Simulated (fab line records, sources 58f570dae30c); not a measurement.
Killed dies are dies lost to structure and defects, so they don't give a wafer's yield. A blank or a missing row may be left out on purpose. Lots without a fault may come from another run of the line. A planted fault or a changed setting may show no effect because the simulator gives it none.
fab line records | flow berkeley_cmos170
record lots=9 wafers=27 last_day=11
route steps=331 shown FIELD@90 CONTACT@224 M2@278 V2@294
lots that met no fault: from a run of the same line without faults
start_h: hours from the record's first day to the start of the lot's first wafer shown | wait_h: hours since the lot's step before | " the same as in the row above | L1.1+2: a row that stands for several wafers | - no value, or no start given | * or withheld: withheld | < > ~ a bound
route shown NAME@n: a module of which the file shows steps, and the number in the route of the first | usual: mean/standard deviation of fault-free wafers | same: alike in all rows | chamber/n: place in a boat | sites: the reading at each site | _std_site: their standard deviation | _edge_site: outer sites' mean less inner sites' | radius_mm: how far each site lies from the wafer's centre | mask NAME#n: copy n | behind: the tool/chamber that last shaped the wafer | hold: why the lot was held/for how many hours/how that ended | device: the transistor (n, p or np) that didn't switch | end of line: the same wafers' tests at the end of the route | a step without rows: its recipe alone | killed: dies lost to structure and defects at the first sort, not the wafer's yield | map: a wafer's dies, x killed, . not, _ none there
set.NAME: the setting as run; set.NAME@STEP: as run at that earlier step | model.NAME: the simulator's own value behind a step, which no gauge read
steps of the route over a sample of lots; a table a step, a row a wafer
services: from which hour (start_h, from the record's first day; less than 0 if before it) a tool's chamber was out of use, for how many hours, and why
## steps
# step UCB170_FIELD_OXIDATION_01
# recipe temp_c=1000 ambient=H2O p_h2o_torr=584.62 target_thk_a=5583 ox_time_s=7200
# usual zone_power_centre_pct=48.4/2.3 zone_power_load_pct=37.4/2.7
# columns lot.wafer tool chamber start_h wait_h zone_power_centre_pct zone_power_load_pct
L685.2 furnace-01 0 99.17 2.5 51.3 35.7
L685.3 " 0 " " 49.8 36.5
L685.5 " 0 " " 50.8 36.7
L686.2 furnace-02 0 115.55 1.3 49.2 39.0
L686.5 " 0 " " 48.5 38.6
L686.6 " 0 " " 49.8 39.5
L687.2 furnace-02 0 115.55 1.9 48.9 38.5
L687.3 " 0 " " 49.1 39.5
L687.5 " 0 " " 48.4 39.8
L688.1 furnace-02 0 124.75 3.8 48.9 38.6
L688.2 " 0 " " 48.7 39.2
L688.6 " 0 " " 49.5 38.8
L689.2 furnace-02 0 124.75 3.2 48.4 38.9
L689.4 " 0 " " 48.6 39.3
L689.5 " 0 " " 48.6 38.6
L690.1 furnace-02 0 124.75 3.2 47.9 39.5
L690.2 " 0 " " 48.7 39.9
L690.5 " 0 " " 48.3 39.3
L691.3 furnace-02 0 145.13 3.5 48.8 39.0
L691.5 " 0 " " 48.7 38.7
L691.6 " 0 " " 49.0 39.5
L692.1 furnace-02 0 145.13 4.0 49.0 38.8
L692.3 " 0 " " 48.4 39.2
L692.5 " 0 " " 48.8 39.3
L700.1 furnace-04 0 162.94 0.5 43.2 31.3
L700.4 " 0 " " 43.9 31.6
L700.5 " 0 " " 44.4 32.1
# step UCB170_FIELD_THK_MEAS_02
# recipe reads=SiO2_of_FIELD_OXIDATION_01
# usual FIELD_OXIDE_THK=558/7.9
# columns lot.wafer tool chamber start_h wait_h FIELD_OXIDE_THK[nm]
L685.2 film_metro-01 - 102.18 0.0 563
L685.3 " - " " 556
L685.5 " - " " 564
L686.2 film_metro-04 - 118.56 0.0 553
L686.5 " - " " 564
L686.6 " - " " 567
L687.2 film_metro-01 - 118.56 0.0 552
L687.3 " - " " 558
L687.5 " - " " 555
L688.1 film_metro-03 - 127.75 0.0 571
L688.2 " - " " 561
L688.6 " - " " 564
L690.1 film_metro-04 - 127.75 0.0 555
L690.2 " - " " 539
L690.5 " - " " 557
L689.2 film_metro-01 - 127.76 0.0 551
L689.4 " - " " 554
L689.5 " - " " 558
L692.1 film_metro-03 - 148.13 0.0 499
L692.3 " - " " 487
L692.5 " - " " 491
L691.3 film_metro-04 - 148.15 0.0 478
L691.5 " - " " 488
L691.6 " - " " 478
L700.1 film_metro-04 - 165.94 0.0 541
L700.4 " - " " 542
L700.5 " - " " 552
# step UCB170_FIELD_THK_MEAS_90
# recipe reads=SiO2_of_FIELD_OXIDATION_01
# usual FIELD_OXIDE_LEFT_1_THK=441/7.8
# columns lot.wafer tool chamber start_h wait_h FIELD_OXIDE_LEFT_1_THK[nm]
L685.2 film_metro-04 - 108.78 0.1 446
L685.3 " - " " 439
L685.5 " - " " 447
L686.2 film_metro-01 - 126.30 0.0 438
L686.5 " - " " 448
L686.6 " - " " 451
L687.2 film_metro-03 - 126.30 0.0 435
L687.3 " - " " 440
L687.5 " - " " 438
L688.1 film_metro-03 - 137.69 0.0 454
L688.2 " - " " 444
L688.6 " - " " 446
L690.1 film_metro-04 - 137.69 0.0 439
L690.2 " - " " 423
L690.5 " - " " 441
L689.2 film_metro-03 - 137.76 0.1 434
L689.4 " - " " 436
L689.5 " - " " 441
L692.1 film_metro-01 - 155.25 0.0 382
L692.3 " - " " 370
L692.5 " - " " 375
L691.3 film_metro-03 - 155.27 0.0 361
L691.5 " - " " 371
L691.6 " - " " 360
L700.1 film_metro-01 - 175.44 0.0 424
L700.4 " - " " 425
L700.5 " - " " 435
# step UCB170_FIELD_THK_MEAS_91
# recipe reads=SiO2_of_FIELD_OXIDATION_01
# usual FIELD_OXIDE_LEFT_2_THK=353/7.8
# columns lot.wafer tool chamber start_h wait_h FIELD_OXIDE_LEFT_2_THK[nm]
L685.2 film_metro-04 - 125.35 0.0 356
L685.3 " - " " 350
L685.5 " - " " 359
L687.2 film_metro-04 - 152.42 0.0 347
L687.3 " - " " 353
L687.5 " - " " 351
L686.2 film_metro-03 - 152.67 0.0 350
L686.5 " - " " 360
L686.6 " - " " 363
L689.2 film_metro-04 - 158.84 0.0 345
L689.4 " - " " 348
L689.5 " - " " 353
L688.1 film_metro-03 - 159.55 0.0 365
L688.2 " - " " 354
L688.6 " - " " 357
L690.1 film_metro-01 - 159.69 0.0 350
L690.2 " - " " 334
L690.5 " - " " 352
L692.1 film_metro-04 - 178.22 0.0 294
L692.3 " - " " 282
L692.5 " - " " 287
L691.3 film_metro-04 - 178.52 0.0 274
L691.5 " - " " 284
L691.6 " - " " 274
L700.1 film_metro-01 - 201.73 0.0 335
L700.4 " - " " 337
L700.5 " - " " 347
# step UCB170_CONTACT_RTA_08
# recipe temp_c=900 time_s=10 ambient=N2
# usual lamp_power_pct=23.5/1.6 wafer_temp_C_max=903.2/0.75
# columns lot.wafer tool chamber start_h wait_h lamp_power_pct wafer_temp_C_max
L685.2 rtp_anneal-01 0 168.81 0.1 24.7 903.5
L685.3 " 0 " " 24.7 903.5
L685.5 " 0 " " 24.7 902.4
L687.2 rtp_anneal-01 0 183.17 0.0 24.7 903.8
L687.3 " 0 " " 24.8 903.0
L687.5 " 0 " " 24.7 902.8
L686.2 rtp_anneal-01 0 184.03 0.0 24.7 904.4
L686.5 " 0 " " 24.7 904.0
L686.6 " 0 " " 24.7 902.1
L690.1 rtp_anneal-01 0 192.00 0.0 24.7 904.2
L690.2 " 0 " " 24.8 904.3
L690.5 " 0 " " 24.8 902.2
L688.1 rtp_anneal-01 0 192.39 0.0 24.7 903.4
L688.2 " 0 " " 24.8 903.1
L688.6 " 0 " " 24.7 903.1
L689.2 rtp_anneal-01 0 193.79 0.0 24.7 904.0
L689.4 " 0 " " 24.8 903.2
L689.5 " 0 " " 24.8 903.5
L691.3 rtp_anneal-02 0 216.34 0.0 21.5 902.8
L691.5 " 0 " " 21.5 902.6
L691.6 " 0 " " 21.5 903.1
L692.1 rtp_anneal-01 0 217.22 0.0 24.7 903.9
L692.3 " 0 " " 24.7 904.9
L692.5 " 0 " " 24.7 902.4
L700.1 rtp_anneal-02 0 238.30 0.0 21.5 903.0
L700.4 " 0 " " 21.5 904.0
L700.5 " 0 " " 21.5 903.5
# step UCB170_M2_STRIP_07
# recipe chemistry=O2 power_w=400 pressure_mtorr=3500 platen_temp_c=withheld o2_flow_sccm=400 overash_fraction=0.5
# usual drypump_motor_current_A=5.9/0.43 oes_product_au=0.734/0.0049 strip_time_to_endpoint_s=21.95/0.056
# columns lot.wafer tool chamber start_h wait_h drypump_motor_current_A oes_product_au rf_hours_counter_h strip_time_to_endpoint_s
L685.2 plasma_asher-04 1 179.98 0.1 5.6 0.737 44 21.89
L685.3 " 1 " " 5.6 0.743 - 21.88
L685.5 " 1 " " 5.6 0.731 - 21.86
L687.2 plasma_asher-04 0 191.76 0.1 5.8 0.733 45 21.95
L687.3 " 0 " " 5.8 0.729 - 21.99
L687.5 " 1 " " 5.7 0.727 - 21.99
L686.2 plasma_asher-01 0 193.12 0.1 5.3 0.735 42 21.97
L686.5 " 0 " " 5.3 0.735 - 21.94
L686.6 " 1 " " 6.4 0.727 - 21.96
L690.1 plasma_asher-01 0 201.17 0.1 5.3 0.737 43 21.95
L690.2 " 1 " " 6.5 0.733 43 21.87
L690.5 " 1 " " 6.4 0.735 - 21.97
L688.1 plasma_asher-02 1 202.95 0.1 5.7 0.742 10 21.95
L688.2 " 0 " " 6.5 0.728 10 22.00
L688.6 " 1 " " 5.8 0.744 - 21.98
L689.2 plasma_asher-02 1 204.20 0.1 5.8 0.734 10 21.96
L689.4 " 1 " " 5.8 0.743 - 21.91
L689.5 " 0 " " 6.5 0.735 - 21.97
L691.3 plasma_asher-04 0 225.18 0.1 5.8 0.738 - 22.02
L691.5 " 0 " " 5.8 0.738 - 21.96
L691.6 " 1 " " 5.7 0.731 - 22.02
L692.1 plasma_asher-01 0 228.29 0.1 5.3 0.731 46 21.97
L692.3 " 1 " " 6.4 0.740 - 21.98
L692.5 " 0 " " 5.3 0.741 - 22.01
L700.1 plasma_asher-02 0 252.58 0.1 6.5 0.743 16 22.01
L700.4 " 0 " " 6.5 0.734 - 22.04
L700.5 " 1 " " 5.8 0.738 - 22.04
# step UCB170_V2_CMP_02
# recipe material=SiO2 down_force_psi=6 platen_rpm=60 pad_velocity_m_s=0.75398
# usual head_pressure_psi=6.000/0.012 motor_current_A=16.3/1.4
# columns lot.wafer tool chamber start_h wait_h head_pressure_psi motor_current_A
L685.3 cmp-02 2 182.11 0.1 6.005 18.1
L685.2 " 3 " " 5.998 15.5
L685.5 " 1 " " 6.015 14.0
L687.2 cmp-02 3 194.10 0.1 5.995 14.7
L687.3 " 0 " " 6.007 17.9
L687.5 " 1 " " 5.997 13.2
L686.2 cmp-02 3 196.41 1.2 5.993 16.2
L686.5 " 2 " " 5.987 18.4
L686.6 " 3 " " 5.988 16.3
L690.2 cmp-02 2 203.81 0.0 5.992 18.2
L690.1 " 0 " " 5.984 18.3
L690.5 " 2 " " 5.992 18.7
L688.1 cmp-02 0 205.08 0.1 6.011 18.0
L688.2 " 2 " " 6.001 18.3
L688.6 " 0 " " 5.978 17.1
L689.2 cmp-01 3 206.41 0.1 6.009 16.0
L689.4 " 0 " " 5.997 15.8
L689.5 " 1 " " 6.006 16.6
L691.3 cmp-02 1 227.30 0.0 6.008 13.7
L691.6 " 1 " " 6.010 13.8
L691.5 " 2 " " 6.007 18.4
L692.3 cmp-01 3 230.87 0.1 6.005 15.8
L692.1 " 0 " " 6.005 15.4
L692.5 " 2 " " 6.011 17.1
L700.4 cmp-01 1 255.81 0.1 6.013 17.0
L700.1 " 3 " " 6.006 16.0
L700.5 " 0 " " 6.015 14.9
## services
# columns tool chamber start_h hours kind
cmp-01 - 76.86 3.8 repair
cmp-02 - 84.51 0.2 repair
cmp-01 - 94.31 2.0 repair
plasma_asher-02 - 108.75 9.0 pm
cmp-02 - 111.82 12.2 pm
plasma_asher-02 - 115.20 1.8 repair
furnace-04 - 125.71 2.5 pm
rtp_anneal-02 - 143.25 61.0 pm
cmp-02 - 144.65 4.3 repair
plasma_asher-02 - 148.27 2.3 repair
cmp-01 - 163.06 4.0 pm
furnace-01 - 171.89 2.3 pm
plasma_asher-02 - 176.38 2.2 repair
plasma_asher-02 - 179.10 6.4 repair
furnace-02 - 183.87 3.5 pm
cmp-01 - 191.41 14.1 pm
plasma_asher-02 - 208.48 0.3 repair
plasma_asher-04 - 217.16 7.8 repair
plasma_asher-04 - 226.76 2.8 pm
furnace-01 - 227.01 3.9 pm
cmp-02 - 232.00 4.0 pm
cmp-02 - 236.00 - consumable_replace:conditioner
cmp-02 - 236.00 - consumable_replace:pad
cmp-01 - 238.35 1.1 repair
## key
first_sign step=UCB170_FIELD_THK_MEAS_02 reading=FIELD_OXIDE_THK direction=down sigmas=8.9 usual=558 struck=487
effect step=UCB170_FIELD_THK_MEAS_90 reading=FIELD_OXIDE_LEFT_1_THK direction=down sigmas=9.2 usual=441 struck=370
effect step=UCB170_FIELD_THK_MEAS_91 reading=FIELD_OXIDE_LEFT_2_THK direction=down sigmas=9 usual=353 struck=282
met_at UCB170_FIELD_OXIDATION_01
struck_lots L691,L692
tester_left_out L691,L692
not_acting_at UCB170_CONTACT_RTA_08,UCB170_M2_STRIP_07,UCB170_V2_CMP_02
onset_between 124.75 145.13
fault kind=process_parameter_drift tool=furnace-02 chamber=- onset_h=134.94 steps=UCB170_FIELD_OXIDATION_01 channel=ox_time_s offset=* shape=step end_h=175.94 acts_in=* stated=*
# tester_left_out: of these lots the tester's yield and bins aren't shown, on N5 and GAA mostly nor the transistor test; their killed dies are dies lost to structure and defects alone, not to doping, threshold or leakage, so they don't give the yield
